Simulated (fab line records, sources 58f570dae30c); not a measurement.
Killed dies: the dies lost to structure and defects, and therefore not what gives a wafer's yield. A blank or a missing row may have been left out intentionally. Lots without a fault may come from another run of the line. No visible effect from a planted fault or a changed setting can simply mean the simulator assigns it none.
Tool commonality check ; flow berkeley cmos170 ; 48 wafers sampled across 14 lots

THE REASON FOR OPENING IT
At UCB170_PFIELD_TW_MEAS_09 the reading PFIELD_TW is flagged on 2 of 14 lots. Fault-free wafers read 598, with a standard deviation of 5.1.
Rule: a lot is flagged in two cases, either no wafer of it has a number, or all its wafers with numbers fall more than 4 standard deviations from that mean. As for the other lots, they are considered sound.

lot;measured;on;PFIELD_TW, wafer by wafer;flag
L504;day 5 03:20;film metro-04;601 602 602;
L505;day 5 11:07;film metro-02;601 602 602;
L507;day 5 18:29;film metro-02;598 597 599;
L509;day 6 08:23;film metro-02;599 600 601;
L508;day 6 08:49;film metro-04;594 595 594;
L510;day 6 20:45;film metro-04;593 592 592;
L512;day 7 02:11;film metro-01;589 589 590;
L511;day 7 02:13;film metro-02;749 748 749 751 746 745;FLAGGED
L514;day 7 19:49;film metro-02;600 599 600;
L520;day 8 21:43;film metro-02;744 748 742 745 744 741;FLAGGED
L522;day 9 02:10;film metro-04;601 600 599;
L524;day 9 10:32;film metro-04;595 599 596;
L525;day 9 10:44;film metro-02;601 601 600;
L523;day 9 11:01;film metro-01;595 595 593;
Average over the flagged lots: 746; offset from the usual +148, equal to +29 standard deviations.

WHICH TOOL RAN EACH LOT
The record keeps 1 process step preceding the reading, out of 331 steps on the route. Cell contents, in order: the tool; ch with the chambers the sampled wafers went through; the start.
lot;flag;UCB170_PFIELD_IMPLANT_07
L504;;implanter-03 ch 0, day 5 03:05
L505;;implanter-04 ch 0, day 5 10:53
L507;;implanter-01 ch 0, day 5 18:16
L509;;implanter-01 ch 0, day 6 08:08
L508;;implanter-03 ch 0, day 6 08:25
L510;;implanter-04 ch 0, day 6 20:30
L512;;implanter-01 ch 0, day 7 01:56
L511;FLAGGED;implanter-04 ch 0, day 7 01:39
L514;;implanter-03 ch 0, day 7 19:36
L520;FLAGGED;implanter-01 ch 0, day 8 21:11
L522;;implanter-04 ch 0, day 9 01:55
L524;;implanter-04 ch 0, day 9 10:17
L525;;implanter-03 ch 0, day 9 10:31
L523;;implanter-01 ch 0, day 9 10:47
What the steps here do:
- UCB170_PFIELD_IMPLANT_07
- UCB170_PFIELD_TW_MEAS_09

FLAGGED AGAINST TOTAL, ONE TOOL AT A TIME (gauges that did the reading follow at the end)
step;tool;lots run;flagged;share of the flagged lots;sound lots run after its first flagged lot
UCB170_PFIELD_IMPLANT_07;implanter-01;5;1;some;1 (L523)
UCB170_PFIELD_IMPLANT_07;implanter-03;4;0;none;-
UCB170_PFIELD_IMPLANT_07;implanter-04;5;1;some;2 (L522,L524)
UCB170_PFIELD_TW_MEAS_09;film metro-01;2;0;none;-
UCB170_PFIELD_TW_MEAS_09;film metro-02;7;2;all;2 (L514,L525)
UCB170_PFIELD_TW_MEAS_09;film metro-04;5;0;none;-

WHAT IS ALLOWED BY THE TABLE
All flagged lots share 1 row of the table, namely film metro-02 at UCB170_PFIELD_TW_MEAS_09.
- film metro-02 at UCB170_PFIELD_TW_MEAS_09 ran 7 lots, 2 of them flagged. Lots that were sound ran on it after the first flagged one (L514, L525); a persistent fault on the entire tool would not allow that.
No row of the table ran every flagged lot and no sound lot after the first.

WHAT THE SIMULATOR PUT IN
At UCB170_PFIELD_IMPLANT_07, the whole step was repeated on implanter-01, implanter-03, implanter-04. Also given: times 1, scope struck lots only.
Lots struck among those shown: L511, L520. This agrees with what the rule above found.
